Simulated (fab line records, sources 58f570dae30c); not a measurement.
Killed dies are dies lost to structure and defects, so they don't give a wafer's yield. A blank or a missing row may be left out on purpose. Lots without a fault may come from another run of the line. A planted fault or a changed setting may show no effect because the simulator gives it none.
Which tool did it? | flow berkeley_cmos170 | 14 lots, 42 wafers sampled, at 6 steps of a route of 331

WHAT THE GAUGES READ, wafer by wafer
UCB170_PSD_TW_MEAS_10. Usual: PSD_TW 2327, standard deviation 20.
lot  | measured     | on            | PSD_TW         | flag
L857 | day 7 21:07  | film_metro-02 | 2321 2306 2315 |
L859 | day 8 13:09  | film_metro-03 | 2338 2345 2333 |
L862 | day 9 08:28  | film_metro-01 | 2346 2351 2364 |
L863 | day 9 08:44  | film_metro-03 | 2321 2332 2334 |
L861 | day 9 09:01  | film_metro-02 | 2320 2306 2307 |
L865 | day 9 09:13  | film_metro-02 | 2290 2292 2297 |
L860 | day 9 09:28  | film_metro-02 | 2303 2308 2303 |
L867 | day 9 14:20  | film_metro-02 | 2308 2304 2304 |
L870 | day 10 16:36 | film_metro-01 | 2341 2342 2334 |
L871 | day 10 16:44 | film_metro-03 | 2332 2323 2340 |
L872 | day 10 16:54 | film_metro-01 | 2343 2346 2342 |
L874 | day 11 11:55 | film_metro-01 | 2479 2466 2479 | OFF
L876 | day 11 12:09 | film_metro-02 | 2305 2304 2295 |
L877 | day 12 01:34 | film_metro-01 | 2479 2499 2481 | OFF

UCB170_SDANNEAL_RS_MEAS_02: measures by four-point-probe. Usual: PSD_RS 75.4 ohm/sq, standard deviation 0.36.
lot  | measured     | on            | PSD_RS (ohm/sq) | flag
L857 | day 8 01:46  | film_metro-01 | 75.9 75.9 75.4  |
L859 | day 8 15:56  | film_metro-02 | 75.8 75.4 75.5  |
L862 | day 9 11:56  | film_metro-02 | 75.2 75.1 75.2  |
L863 | day 9 12:48  | film_metro-02 | 75.8 75.7 75.5  |
L861 | day 9 12:59  | film_metro-03 | 74.7 74.8 74.4  |
L865 | day 9 13:25  | film_metro-01 | 75.8 75.8 76.0  |
L860 | day 9 13:45  | film_metro-03 | 75.5 75.4 75.3  |
L867 | day 9 20:07  | film_metro-02 | 75.6 75.8 75.7  |
L870 | day 11 00:06 | film_metro-03 | 74.9 75.3 74.8  |
L871 | day 11 00:13 | film_metro-02 | 75.3 75.8 75.5  |
L872 | day 11 00:08 | film_metro-01 | 75.1 75.3 75.3  |
L874 | day 11 16:05 | film_metro-03 | 65.2 65.2 65.4  | OFF
L876 | day 11 16:39 | film_metro-01 | 75.3 75.1 75.4  |
L877 | day 12 04:56 | film_metro-03 | 65.2 65.2 65.3  | OFF

UCB170_SILICIDE_THK_MEAS_03: measures by xrf. Usual: SILICIDE_TI_THK 28.8 nm, standard deviation 0.43.
lot  | measured     | on            | SILICIDE_TI_THK (nm) | flag
L857 | day 8 02:27  | film_metro-04 | 28.9 28.7 29.0       |
L859 | day 8 16:37  | film_metro-01 | 28.3 27.9 28.5       |
L862 | day 9 12:37  | film_metro-02 | 29.3 29.3 29.0       |
L863 | day 9 13:30  | film_metro-04 | 28.6 28.6 28.2       |
L861 | day 9 13:41  | film_metro-04 | 28.7 28.8 29.0       |
L865 | day 9 14:05  | film_metro-01 | 28.8 29.0 29.0       |
L860 | day 9 14:27  | film_metro-04 | 29.5 29.3 29.5       |
L867 | day 9 20:49  | film_metro-04 | 28.6 28.8 28.5       |
L870 | day 11 00:49 | film_metro-04 | 29.0 28.2 28.7       |
L871 | day 11 00:55 | film_metro-02 | 28.1 28.0 28.4       |
L872 | day 11 00:50 | film_metro-01 | 29.1 29.5 29.8       |
L874 | day 11 16:47 | film_metro-04 | 29.3 29.5 29.6       |
L876 | day 11 17:21 | film_metro-01 | 28.2 28.3 28.2       |
L877 | day 12 05:38 | film_metro-01 | 29.3 29.0 29.4       |

UCB170_M3_RS_MEAS_02: measures by four-point-probe. Usual: M3_AL_RS 0.032 ohm/sq, standard deviation 0.00027.
lot  | measured     | on            | M3_AL_RS (ohm/sq)       | flag
L857 | day 8 19:19  | film_metro-03 | 0.03192 0.03175 0.0319  |
L859 | day 9 12:49  | film_metro-03 | 0.03191 0.0319 0.03184  |
L862 | day 10 05:01 | film_metro-03 | 0.03199 0.03186 0.0326  |
L863 | day 10 09:52 | film_metro-03 | 0.03156 0.03194 0.03203 |
L861 | day 10 10:24 | film_metro-03 | 0.03173 0.03158 0.0318  |
L865 | day 10 10:08 | film_metro-01 | 0.03199 0.03202 0.03227 |
L860 | day 10 11:50 | film_metro-02 | 0.03181 0.03212 0.03232 |
L867 | day 10 15:10 | film_metro-03 | 0.03178 0.03179 0.03239 |
L870 | day 11 20:41 | film_metro-01 | 0.03227 0.03219 0.03211 |
L871 | day 11 20:24 | film_metro-01 | 0.03225 0.03208 0.03194 |
L872 | day 11 21:12 | film_metro-03 | 0.03222 0.03256 0.03229 |
L874 | day 12 13:44 | film_metro-03 | 0.03159 0.03166 0.03151 |
L876 | day 12 14:37 | film_metro-02 | 0.03249 0.03231 0.03238 |
L877 | day 13 00:19 | film_metro-03 | 0.03203 0.03173 0.03225 |

WHICH TOOL RAN EACH LOT (tool, then ch and the chambers of the sampled wafers, then the start)
lot  | UCB170_PSD_IMPLANT_08           | UCB170_PSD_STRIP_09
L857 | implanter-02 ch 0, day 7 20:54  | plasma_asher-03 ch 0,1, day 7 21:02
L859 | implanter-03 ch 0, day 8 12:56  | plasma_asher-03 ch 0,1, day 8 13:04
L862 | implanter-03 ch 0, day 9 08:14  | plasma_asher-03 ch 0,1, day 9 08:22
L863 | implanter-01 ch 0, day 9 08:29  | plasma_asher-02 ch 0,1, day 9 08:38
L861 | implanter-01 ch 0, day 9 08:47  | plasma_asher-03 ch 0,1, day 9 08:55
L865 | implanter-03 ch 0, day 9 09:00  | plasma_asher-02 ch 0,1, day 9 09:08
L860 | implanter-01 ch 0, day 9 09:13  | plasma_asher-02 ch 0,1, day 9 09:22
L867 | implanter-03 ch 0, day 9 14:05  | plasma_asher-04 ch 0,1, day 9 14:14
L870 | implanter-01 ch 0, day 10 16:21 | plasma_asher-03 ch 0,1, day 10 16:30
L871 | implanter-03 ch 0, day 10 16:29 | plasma_asher-02 ch 0,1, day 10 16:38
L872 | implanter-02 ch 0, day 10 16:41 | plasma_asher-04 ch 0,1, day 10 16:49
L874 | implanter-01 ch 0, day 11 11:40 | plasma_asher-04 ch 0,1, day 11 11:49
L876 | implanter-03 ch 0, day 11 11:54 | plasma_asher-02 ch 0,1, day 11 12:03
L877 | implanter-01 ch 0, day 12 01:19 | plasma_asher-02 ch 0,1, day 12 01:28
- UCB170_PSD_IMPLANT_08
- UCB170_PSD_STRIP_09: strips in O2.

WHAT THE TOOLS THEMSELVES READ (means of the sampled wafers that have a number; where no wafer has one, the mark that the record gives instead)
UCB170_PSD_IMPLANT_08. Usual: dose_ions_cm2 2.999e+15, standard deviation 3.3e+12; faraday_current_uA 9261, standard deviation 180; tilt_deg 7.001 degrees, standard deviation 0.021.
lot  | tool         | dose_ions_cm2 | faraday_current_uA | tilt_deg (degrees) | flag
L857 | implanter-02 | 3.000e+15     | 9152               | 7.013              |
L859 | implanter-03 | 3.002e+15     | 9400               | 6.971              |
L862 | implanter-03 | 2.999e+15     | 9180               | 6.990              |
L863 | implanter-01 | 2.999e+15     | 9364               | 7.007              |
L861 | implanter-01 | 3.001e+15     | 9321               | 7.012              |
L865 | implanter-03 | 3.002e+15     | 9144               | 7.009              |
L860 | implanter-01 | 3.003e+15     | 9258               | 7.012              |
L867 | implanter-03 | 3.001e+15     | 9382               | 7.034              |
L870 | implanter-01 | 3.003e+15     | 9294               | 6.999              |
L871 | implanter-03 | 2.995e+15     | 9296               | 6.997              |
L872 | implanter-02 | 2.997e+15     | 9296               | 6.991              |
L874 | implanter-01 | 3.600e+15     | 10939              | 7.015              | OFF
L876 | implanter-03 | 3.004e+15     | 9299               | 6.991              |
L877 | implanter-01 | 3.598e+15     | 11004              | 6.979              | OFF

UCB170_PSD_STRIP_09. Usual: drypump_motor_current_A 6.0 A, standard deviation 0.42; oes_product_au 0.598 a.u., standard deviation 0.0049; strip_time_to_endpoint_s 29.50 s, standard deviation 0.069.
lot  | tool            | drypump_motor_current_A (A) | oes_product_au (a.u.) | strip_time_to_endpoint_s (s) | flag
L857 | plasma_asher-03 | 5.4                         | 0.598                 | 29.37                        |
L859 | plasma_asher-03 | 5.4                         | 0.602                 | 29.48                        |
L862 | plasma_asher-03 | 5.5                         | 0.593                 | 29.55                        |
L863 | plasma_asher-02 | 6.2                         | 0.598                 | 29.48                        |
L861 | plasma_asher-03 | 5.4                         | 0.600                 | 29.55                        |
L865 | plasma_asher-02 | 6.1                         | 0.601                 | 29.45                        |
L860 | plasma_asher-02 | 6.1                         | 0.595                 | 29.41                        |
L867 | plasma_asher-04 | 6.4                         | 0.601                 | 29.50                        |
L870 | plasma_asher-03 | 5.5                         | 0.601                 | 29.58                        |
L871 | plasma_asher-02 | 6.1                         | 0.597                 | 29.48                        |
L872 | plasma_asher-04 | 6.3                         | 0.595                 | 29.53                        |
L874 | plasma_asher-04 | 6.4                         | 0.573                 | 31.53                        | OFF
L876 | plasma_asher-02 | 6.2                         | 0.598                 | 29.51                        |
L877 | plasma_asher-02 | 6.1                         | 0.575                 | 31.67                        | OFF

THE ANSWER, worked out from the rows above alone
Rule: a lot is off if the mean of its wafers that have a number lies more than 3 standard deviations from the usual mean. A lot without any number at a reading at which 4 lots or more have one is off too. The other lots that the step has rows for count as sound. The gauges are gone through in route order, then the tools' own readings, and for those a lot's mean is taken as printed above. The first step at which some lot is off is used, and at that step the reading that is off furthest; a lot without a number counts as furthest.
Off: L874, L877, at UCB170_PSD_TW_MEAS_10 (PSD_TW).
A tool fits if, at a process step before that reading, it ran every lot that is off, and no sound lot after the first of them. The gauges at UCB170_PSD_TW_MEAS_10 aren't tried: what is off there is off at UCB170_SDANNEAL_RS_MEAS_02 too, on other tools, and a gauge's error can't cause that. One fits: implanter-01 at UCB170_PSD_IMPLANT_08. Its last sound lot is L870 (day 10 16:21), its first lot that is off L874 (day 11 11:40): a fault that began between those two fits.
The tool's own readings at UCB170_PSD_IMPLANT_08 bear it out: on the lots that are off they differ by more than 5 times the standard deviation of the sound lots' means. dose_ions_cm2 reads 3.599e+15 there against 3.000e+15 on the sound lots; faraday_current_uA reads 10972 there against 9282 on the sound lots.

WHAT THE SIMULATOR HAD PUT IN
Process parameter drift: implanter-01, from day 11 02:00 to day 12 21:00, at UCB170_PSD_IMPLANT_08. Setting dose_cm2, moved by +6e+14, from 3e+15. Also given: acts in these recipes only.
Lots struck among those shown: L874, L877. The rule above found the same.
